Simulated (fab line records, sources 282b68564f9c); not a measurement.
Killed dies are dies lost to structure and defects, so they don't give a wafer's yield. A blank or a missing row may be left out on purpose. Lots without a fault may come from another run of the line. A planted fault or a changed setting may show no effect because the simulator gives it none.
Tool commonality check | flow rit_cmos | 15 lots, 45 wafers sampled

WHY IT WAS OPENED
At RIT_PWELL_TW_MEAS_10 the reading PWELL_TW is flagged on 3 of 15 lots. Wafers without a fault read 946, standard deviation 8.9.
Rule: a lot is flagged when every wafer of it that has a number lies more than 4 standard deviations from that mean, or none has a number. The other lots count as sound.

lot  | measured    | on            | PWELL_TW, wafer by wafer | flag
L420 | day 2 01:02 | film_metro-01 | 955 956 956              |
L421 | day 2 04:25 | film_metro-02 | 929 933 926              |
L422 | day 2 12:42 | film_metro-02 | 933 929 938              |
L423 | day 2 17:08 | film_metro-01 | 958 957 953              |
L426 | day 3 07:00 | film_metro-01 | 2201 2190 2192           | FLAGGED
L427 | day 3 10:41 | film_metro-04 | 2207 2208 2207           | FLAGGED
L428 | day 3 17:44 | film_metro-04 | 2190 2189 2205           | FLAGGED
L429 | day 3 22:06 | film_metro-01 | 956 948 952              |
L430 | day 4 07:29 | film_metro-04 | 947 950 950              |
L435 | day 5 03:07 | film_metro-02 | 937 932 939              |
L436 | day 5 10:16 | film_metro-04 | 947 946 949              |
L437 | day 5 13:46 | film_metro-04 | 950 951 948              |
L439 | day 5 23:20 | film_metro-04 | 946 944 948              |
L441 | day 6 09:09 | film_metro-01 | 953 953 954              |
L443 | day 6 19:47 | film_metro-01 | 947 948 952              |
The numbers of the flagged lots are 2199 on average: +1253 against the usual, or +99 or more standard deviations.

WHICH TOOL RAN EACH LOT
The record holds 1 process step before the reading, out of a route of 202 steps. In each cell: the tool, then ch and the chambers that the sampled wafers went through, then the start.
lot  | flag    | RIT_NWELL_COAT_01
L420 |         | litho_track-01 ch 0, day 1 22:01
L421 |         | litho_track-02 ch 0, day 2 01:18
L422 |         | litho_track-03 ch 0, day 2 09:49
L423 |         | litho_track-02 ch 0, day 2 14:07
L426 | FLAGGED | litho_track-01, day 3 04:01
L427 | FLAGGED | litho_track-02, day 3 07:41
L428 | FLAGGED | litho_track-01, day 3 14:40
L429 |         | litho_track-02 ch 0, day 3 19:01
L430 |         | litho_track-03 ch 0, day 4 04:21
L435 |         | litho_track-02 ch 0, day 5 00:01
L436 |         | litho_track-02 ch 0, day 5 07:01
L437 |         | litho_track-02 ch 0, day 5 10:46
L439 |         | litho_track-01 ch 0, day 5 20:01
L441 |         | litho_track-03 ch 0, day 6 06:15
L443 |         | litho_track-02 ch 0, day 6 16:52
What these steps do:
- RIT_NWELL_COAT_01: resist thk 1300 nm.
- RIT_PWELL_TW_MEAS_10

FLAGGED OVER TOTAL, TOOL BY TOOL (the gauges that took the reading come last)
step                 | tool           | lots run | flagged | share of the flagged lots | sound lots run after its first flagged lot
RIT_NWELL_COAT_01    | litho_track-01 | 4        | 2       | some                      | 1 (L439)
RIT_NWELL_COAT_01    | litho_track-02 | 8        | 1       | some                      | 5 (L429,L435,L436,L437,L443)
RIT_NWELL_COAT_01    | litho_track-03 | 3        | 0       | none                      | -
RIT_PWELL_TW_MEAS_10 | film_metro-01  | 6        | 1       | some                      | 3 (L429,L441,L443)
RIT_PWELL_TW_MEAS_10 | film_metro-02  | 3        | 0       | none                      | -
RIT_PWELL_TW_MEAS_10 | film_metro-04  | 6        | 2       | some                      | 4 (L430,L436,L437,L439)

WHAT THE TABLE ALLOWS
No row of the table ran every flagged lot.

WHAT THE SIMULATOR HAD PUT IN
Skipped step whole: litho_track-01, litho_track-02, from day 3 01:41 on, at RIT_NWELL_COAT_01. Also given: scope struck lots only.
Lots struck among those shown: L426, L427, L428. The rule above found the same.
